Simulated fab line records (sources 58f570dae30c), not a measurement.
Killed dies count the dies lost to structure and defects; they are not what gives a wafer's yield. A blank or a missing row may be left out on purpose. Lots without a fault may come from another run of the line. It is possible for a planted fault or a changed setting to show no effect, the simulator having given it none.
One fault through the eyes of 2 desks ; flow berkeleyCmos170 ; every desk sees just its own numbers, and what lay behind them comes last

THE METROLOGY DESK
What the gauges read, lot by lot, whatever tool the lot ran on: means of the sampled wafers that have a number. Any lot whose mean is over 4 standard deviations away from the usual mean is out of limits and marked OUT; that distance is given in the brackets.
Columns: A = NWELL_OXIDE_THK at UCB170_NWELL_THK_MEAS_02, usual 26.4 nm; B = NWELL_NITRIDE_THK at UCB170_NWELL_THK_MEAS_05, usual 222.8 nm; C = NWELL_OVL at UCB170_NWELL_OVL_MEAS_12, usual 1 nm
lot;first seen here;A;B;C
L991;day 2 08:32;26.7;223.1;-4
L993;day 2 21:14;26.7;225.0;-4
L101;day 4 20:29;26.7;222.1;-2
L102;day 4 20:30;26.5;221.9;-4
L105;day 5 11:53;26.0;223.0;0
L106;day 5 20:02;26.7;223.4;-1
Finding of this desk: none of the 6 lots has anything out of limits.

DESK OF THE TOOL OWNER: implanter-03
UCB170_NWELL_IMPLANT_14, tool's own readings: per-lot mean of the sampled wafers with a number, covering each lot this tool ran. Any lot whose mean is over 4 standard deviations away from the usual mean is out of limits and marked OUT; that distance is given in the brackets.
Columns: A = doseIonsCm2 at UCB170_NWELL_IMPLANT_14, usual 1e+13; B = tiltDeg at UCB170_NWELL_IMPLANT_14, usual 6.998 degrees
lot;first seen here;A;B
L991;day 2 16:53;1e+13;7.019
L993;day 3 06:30;1e+13;6.988
L102;day 5 06:56;1e+13 (+19) OUT;7.003
L105;day 5 22:25;1e+13 (+17) OUT;6.990
This desk's verdict: out of limits on L102, L105, starting with L102 at day 5 06:56 (doseIonsCm2 at UCB170_NWELL_IMPLANT_14). Within limits: L991, L993.

BROUGHT TOGETHER
On L102, L105, at day 5 06:56, an alarm was possible from the tool owner's desk.
From the metrology desk's view, nothing was out of limits.
The metrology desk holds a record of L102, L105, inside its limits.
The lots listed all ran UCB170_NWELL_IMPLANT_14 on implanter-03.

WHAT HAD BEEN PUT IN BY THE SIMULATOR
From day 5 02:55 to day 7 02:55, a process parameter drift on implanter-03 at UCB170_NWELL_IMPLANT_14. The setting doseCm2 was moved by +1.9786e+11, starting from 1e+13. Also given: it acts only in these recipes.
Struck lots among those shown: L102, L105.
Time in hours from fault onset to the first out-of-limits reading at each desk: the tool owner's desk, 4.
